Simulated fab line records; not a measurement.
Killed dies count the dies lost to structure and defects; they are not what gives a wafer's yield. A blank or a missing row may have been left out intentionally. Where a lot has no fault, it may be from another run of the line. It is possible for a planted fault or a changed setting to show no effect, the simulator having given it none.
One fault seen from 2 desks ; flow rit-cmos ; each desk has only its own numbers; what lay behind them comes last

THE TOOL OWNER'S DESK: rie-metal-01
The tool's own readings at RIT_M1_METAL_ETCH_12 (etches Al in Cl2/BCl3, stops on SiO2, time 165 s, target depth 600 nm): means of the sampled wafers that have a number, for each lot that ran on this tool. If a lot's mean is further than 4 standard deviations from the usual mean, the lot is out of limits and carries the mark OUT (the distance appears in the brackets).
Columns: A = drypump-motor-current-A at RIT_M1_METAL_ETCH_12, usual 5.5 A; B = oes-product-au at RIT_M1_METAL_ETCH_12, usual 0.772 a.u.; C = run-length-s at RIT_M1_METAL_ETCH_12, usual 193.9 s; D = throttle-valve-pct at RIT_M1_METAL_ETCH_12, usual 8.30 %
lot;first seen here;A;B;C;D
L934;day 3 14:57;4.9;0.768;193.7;8.44
L945;day 6 01:05;5.1;0.769;194.0;8.37
L951;day 7 13:11;5.0;0.707 (-5.9) OUT;224.4 (+31) OUT;8.39
L953;day 8 01:43;5.0;0.712 (-5.5) OUT;224.4 (+31) OUT;8.38
Finding of this desk: L951, L953 out of limits; the first was L951 at day 7 13:11, on oes-product-au at RIT_M1_METAL_ETCH_12. In limits: L934, L945.

AT THE METROLOGY DESK
Means of the sampled wafers that have a number, per lot and without regard to the tool the lot ran on: this is what the gauges read. If a lot's mean is further than 4 standard deviations from the usual mean, the lot is out of limits and carries the mark OUT (the distance appears in the brackets).
Columns: A = M1_AL_RS at RIT_M1_RS_MEAS_01, usual 0.0737 ohm/sq; B = M1_AL_THK at RIT_M1_THK_MEAS_02, usual 399 nm; C = cd-nm at RIT_M1_CD_MEAS_09, usual 2600.3 nm; D = M1_OVL at RIT_M1_OVL_MEAS_10, usual 0.2 nm
lot;first seen here;A;B;C;D
L934;day 3 13:26;0.0736;399;2600.6;0.5
L943;day 5 12:24;0.0738;397;2595.0;0.3
L945;day 5 23:30;0.0739;400;2601.6;0.4
L951;day 7 11:38;0.0733;403;2602.0;2.3
L952;day 7 17:18;0.0740;398;2599.9;-0.3
L953;day 8 00:16;0.0736;399;2599.9;0.5
Result from this desk: across the 6 lots, nothing is out of limits.

BROUGHT TOGETHER
An alarm could have come from the tool owner's desk at day 7 13:11, on L951, L953.
From the metrology desk's view, nothing was out of limits.
The metrology desk has L951, L953 on record, within its limits.
On rie-metal-01, each named lot ran RIT_M1_METAL_ETCH_12.

WHAT WAS PUT IN BY THE SIMULATOR
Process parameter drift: rie-metal-01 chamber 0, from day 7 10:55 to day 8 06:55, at RIT_M1_METAL_ETCH_12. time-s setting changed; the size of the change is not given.
Struck lots among those shown: L951, L953.
Time in hours from fault onset to the first out-of-limits reading at each desk: the tool owner's desk, 2.
